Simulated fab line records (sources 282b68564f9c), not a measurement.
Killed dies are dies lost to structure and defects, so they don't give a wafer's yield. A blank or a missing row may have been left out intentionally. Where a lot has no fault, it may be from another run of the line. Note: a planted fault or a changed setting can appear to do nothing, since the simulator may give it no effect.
A lot that was struck, set against a sound lot	flow rit cmos	17 steps out of a route of 202
Sound: the wafers L789.2, L789.4, L789.5. Struck: wafers L795.2, L795.3, L795.6. The cause is named last.
At each step with rows: each side's tool, then ch and its chambers, then its first start. Under that, the readings that differ: sound wafers	struck wafers	difference of the means	sigmas: that difference in standard deviations of wafers without a fault.
alike: words and numbers the same on both sides, and readings whose means are apart by under 2 such deviations; not compared: readings that were withheld, readings missing a value for some wafer, numbers with overlapping values and no deviation given by the record, and bounds like >300 which may hide the same value.
Wherever a step has rows on one side only, a row that says differs or no value, or a row with sigmas, the two part there. Numbers that don't overlap but have no deviation are shown without sigmas and don't part them. Lack of a reading on every wafer of one side parts them only where that side has two or more wafers.

first, 2 steps without rows for these wafers: RIT_NRETRO_HARDBAKE_07 (time 120 s); RIT_NRETRO_IMPLANT_08.
RIT_NRETRO_STRIP_09: strips in O2, time 180 s.
  sound on plasma asher-01 ch 0,1, day 2 12:06; struck on plasma asher-04 ch 0, day 3 17:39
  alike: drypump motor current A, rf refl power W
  not compared: rf hours counter h
RIT_NRETRO_TW_MEAS_10:
  struck on film metro-02, day 3 17:50; sound on film metro-01, day 2 12:17
  alike: NRETRO_TW
then, 6 steps without rows for these wafers: RIT_PRETRO_HMDS_00 (prime time 60 s); RIT_PRETRO_COAT_01 (resist thk 1300 nm); RIT_PRETRO_SOFTBAKE_02 (time 60 s); RIT_PRETRO_EXPOSE_03 (exposes mask M5, target cd 43700 nm); RIT_PRETRO_PEB_04; RIT_PRETRO_DEVELOP_05 (develop time 68 s).
RIT_PRETRO_OVL_MEAS_06:
  struck on overlay-01, day 3 18:46; sound on overlay-02, day 2 13:20
  alike: PRETRO_OVL
then, 1 step without rows for these wafers: RIT_PRETRO_HARDBAKE_07 (time 120 s).
RIT_PRETRO_IMPLANT_08:
  sound on implanter-01 ch 0, day 2 13:39; struck on implanter-01 ch 0, day 3 19:23
RIT_PRETRO_STRIP_09: strips in O2, time 180 s.
  sound on plasma asher-01 ch 0, day 2 13:46; struck on plasma asher-01 ch 0,1, day 3 19:31
  alike: drypump motor current A, rf refl power W
  not compared: rf hours counter h
RIT_PRETRO_TW_MEAS_10:
  struck on film metro-01, day 3 19:42; sound on film metro-02, day 2 13:58
reading	sound	struck	difference	sigmas
PRETRO_TW	472 472 474	585 583 582	+111	+20
then, 1 step without rows for these wafers: RIT_GATE_WET_ETCH_00 (etches SiO2 in BOE, target depth 56 nm, time 60 s).
RIT_M1_PROBE_99:
  record: rows for the struck wafers here (prober-02, day 5 02:43), none for the sound ones

== WHERE THEY PART ==
First at RIT_PRETRO_TW_MEAS_10; last, within this record, at RIT_M1_PROBE_99.

WHY: what the simulator had put in
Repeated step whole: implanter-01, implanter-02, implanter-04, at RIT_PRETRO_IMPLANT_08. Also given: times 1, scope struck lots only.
